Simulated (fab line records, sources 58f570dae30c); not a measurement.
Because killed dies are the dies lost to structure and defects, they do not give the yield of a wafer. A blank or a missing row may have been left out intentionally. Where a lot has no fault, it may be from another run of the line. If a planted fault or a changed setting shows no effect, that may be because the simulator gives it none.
Split-lot trial / flow berkeley cmos170 / 23 wafers read across 5 lots, on a route 331 steps long

## THE SPLIT ITSELF
At UCB170_M2_METAL_ETCH_18 (etches Al in Cl2/BCl3, stops on SiO2, target depth 1170 nm, time 195 s), the setting over etch frac was moved away from the recipe's 0.3 on 9 of the 23 wafers read, by -21.4% to +23.0%. This setting was run at the recipe's value on the other wafers.

The file shows no step between the split and the reading.

## THE READING
oes product au, in a.u., at UCB170_M2_STRIP_19 (strips in O2). On this fab line, fault-free wafers typically give 0.549 a.u. with a standard deviation of 0.011 a.u.

wafer=L075.1; tool, chamber at the split=rie metal-04, 1; over etch frac as run=0.2357; against the recipe=-21.4%; oes product au, a.u.=0.582; against lot-mates on the recipe=+0.029
wafer=L075.2; tool, chamber at the split=rie metal-04, 0; over etch frac as run=0.3; against the recipe=recipe; oes product au, a.u.=0.554; against lot-mates on the recipe=-
wafer=L075.4; tool, chamber at the split=rie metal-04, 0; over etch frac as run=0.3; against the recipe=recipe; oes product au, a.u.=0.550; against lot-mates on the recipe=-
wafer=L075.5; tool, chamber at the split=rie metal-04, 1; over etch frac as run=0.2357; against the recipe=-21.4%; oes product au, a.u.=0.581; against lot-mates on the recipe=+0.028
wafer=L075.6; tool, chamber at the split=rie metal-04, 0; over etch frac as run=0.3; against the recipe=recipe; oes product au, a.u.=0.554; against lot-mates on the recipe=-
wafer=L078.1; tool, chamber at the split=rie metal-04, 1; over etch frac as run=0.3; against the recipe=recipe; oes product au, a.u.=0.525; against lot-mates on the recipe=-
wafer=L078.3; tool, chamber at the split=rie metal-04, 1; over etch frac as run=0.3; against the recipe=recipe; oes product au, a.u.=0.545; against lot-mates on the recipe=-
wafer=L078.4; tool, chamber at the split=rie metal-04, 0; over etch frac as run=0.2429; against the recipe=-19.0%; oes product au, a.u.=0.576; against lot-mates on the recipe=+0.036
wafer=L078.5; tool, chamber at the split=rie metal-04, 0; over etch frac as run=0.3; against the recipe=recipe; oes product au, a.u.=0.550; against lot-mates on the recipe=-
wafer=L078.6; tool, chamber at the split=rie metal-04, 1; over etch frac as run=0.2429; against the recipe=-19.0%; oes product au, a.u.=0.581; against lot-mates on the recipe=+0.041
wafer=L080.1; tool, chamber at the split=rie metal-02, 1; over etch frac as run=0.3; against the recipe=recipe; oes product au, a.u.=0.538; against lot-mates on the recipe=-
wafer=L080.2; tool, chamber at the split=rie metal-02, 0; over etch frac as run=0.369; against the recipe=+23.0%; oes product au, a.u.=0.501; against lot-mates on the recipe=-0.037
wafer=L080.4; tool, chamber at the split=rie metal-02, 1; over etch frac as run=0.3; against the recipe=recipe; oes product au, a.u.=0.542; against lot-mates on the recipe=-
wafer=L080.5; tool, chamber at the split=rie metal-02, 1; over etch frac as run=0.3; against the recipe=recipe; oes product au, a.u.=0.535; against lot-mates on the recipe=-
wafer=L080.6; tool, chamber at the split=rie metal-02, 0; over etch frac as run=0.369; against the recipe=+23.0%; oes product au, a.u.=0.504; against lot-mates on the recipe=-0.034
wafer=L083.3; tool, chamber at the split=rie metal-04, 0; over etch frac as run=0.3; against the recipe=recipe; oes product au, a.u.=0.565; against lot-mates on the recipe=-
wafer=L083.4; tool, chamber at the split=rie metal-04, 1; over etch frac as run=0.3; against the recipe=recipe; oes product au, a.u.=0.555; against lot-mates on the recipe=-
wafer=L083.5; tool, chamber at the split=rie metal-04, 0; over etch frac as run=0.3; against the recipe=recipe; oes product au, a.u.=0.569; against lot-mates on the recipe=-
wafer=L084.1; tool, chamber at the split=rie metal-01, 1; over etch frac as run=0.3; against the recipe=recipe; oes product au, a.u.=0.566; against lot-mates on the recipe=-
wafer=L084.2; tool, chamber at the split=rie metal-01, 1; over etch frac as run=0.3644; against the recipe=+21.5%; oes product au, a.u.=0.523; against lot-mates on the recipe=-0.040
wafer=L084.3; tool, chamber at the split=rie metal-01, 1; over etch frac as run=0.3644; against the recipe=+21.5%; oes product au, a.u.=0.527; against lot-mates on the recipe=-0.036
wafer=L084.5; tool, chamber at the split=rie metal-01, 1; over etch frac as run=0.3; against the recipe=recipe; oes product au, a.u.=0.560; against lot-mates on the recipe=-
wafer=L084.6; tool, chamber at the split=rie metal-01, 1; over etch frac as run=0.3644; against the recipe=+21.5%; oes product au, a.u.=0.533; against lot-mates on the recipe=-0.030

FIT RESULTS
A straight line over all 23 wafers: oes product au changes by -0.00149 a.u. for each +1% of over etch frac; r = -0.87; the points scatter about the line by 0.011 a.u.
The same after taking each lot's own level away (the mean of its wafers on the recipe; 23 wafers): -0.00162 a.u. for each +1%; r = -0.97; scatter 0.006 a.u.
Per that fit: largest over etch frac move, reading shift of 0.037 a.u.
Measured against the standard deviation above, the lots' own levels, which go from 0.5383 to 0.5630 a.u., span 2.2 times it.
Hence the lot-to-lot level has little effect on the slope; both slopes agree.
Check: with one of the wafers moved furthest among these (+23.0%) left out of the fit, the line predicts -0.0371 a.u. for it against its lot-mates. Against them it came out at -0.0373 a.u.

## THE OTHER SPLITS THESE WAFERS WENT THROUGH
Before the reading, these wafers also passed through other splits. Each is held against what the fit with the lots' levels taken away leaves over:
other split on the same wafers=UCB170_M2_SPUTTER_01 power w; wafers away from the commonest value=10; r with oes product au (lot level and that fit taken away)=+0.09

## THE WHOLE CHAIN: every reading that the file lists as answering this split, in the file's order
step=UCB170_M2_METAL_ETCH_18; what it does=etches Al in Cl2/BCl3, stops on SiO2, target depth 1170 nm, time 195 s; reading=KrF_of_M2_COAT_10.thk nm (the simulator's own value, which no gauge read); change (the file's fit)=-1.53 nm for each +1% of the setting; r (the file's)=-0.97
step=UCB170_M2_STRIP_19; what it does=strips in O2; reading=oes product au; change (the file's fit)=-0.00162 a.u. for each +1% of the setting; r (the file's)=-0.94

## THE FILE'S OWN FIT
oes product au changes by -0.00162 a.u. for each +1% of over etch frac, r = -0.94.
